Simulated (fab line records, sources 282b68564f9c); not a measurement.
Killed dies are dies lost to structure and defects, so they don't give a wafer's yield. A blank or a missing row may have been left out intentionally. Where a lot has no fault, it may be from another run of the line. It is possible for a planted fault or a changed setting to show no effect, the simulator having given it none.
Matching of chambers :: flow rit-cmos :: 3 sister chambers for RIT_ACTIVE_ETCH_13 on rie-diel-02
The step etches Si3N4 in SF6, stops on SiO2, time 210 s, target depth 210 nm. 3 wafers are shown with their chamber, then 4 later ones without.

## WAFERS WITH THEIR CHAMBER
wafer: L811.6
chamber: 3
drypump-motor-current-A (A): 6.5

wafer: L825.1
chamber: 2
drypump-motor-current-A (A): 6.4

wafer: L825.2
chamber: 0
drypump-motor-current-A (A): 5.1

## WAFERS WITH NO CHAMBER GIVEN
wafer: L825.6
drypump-motor-current-A (A): 5.0

wafer: L828.2
drypump-motor-current-A (A): 6.4

wafer: L828.5
drypump-motor-current-A (A): 6.5

wafer: L830.4
drypump-motor-current-A (A): 6.5

## WHICH CHAMBER EACH WENT THROUGH
wafer: L825.6
from the rows above: 0
in truth: 0

wafer: L828.2
from the rows above: 2
in truth: 2

wafer: L828.5
from the rows above: 3
in truth: 3

wafer: L830.4
from the rows above: 3
in truth: 3
Correctly placed: 4 of 4. Can't be placed from these rows: 0. Placed wrongly: 0.
How it was worked out, from the rows above alone: a wafer's distance from a chamber is the root of the sum, over the readings, of the square of ((its reading less the chamber's mean) divided by the reading's scatter). If the next closest chamber is less than 2 further off than the closest, the wafer can't be placed; otherwise it belongs to the closest. Each chamber's mean is taken over the wafers shown for it. The scatter (one wafer shown for each chamber): square how far every hidden wafer sits from the nearest shown wafer, average those squares and take the square root.
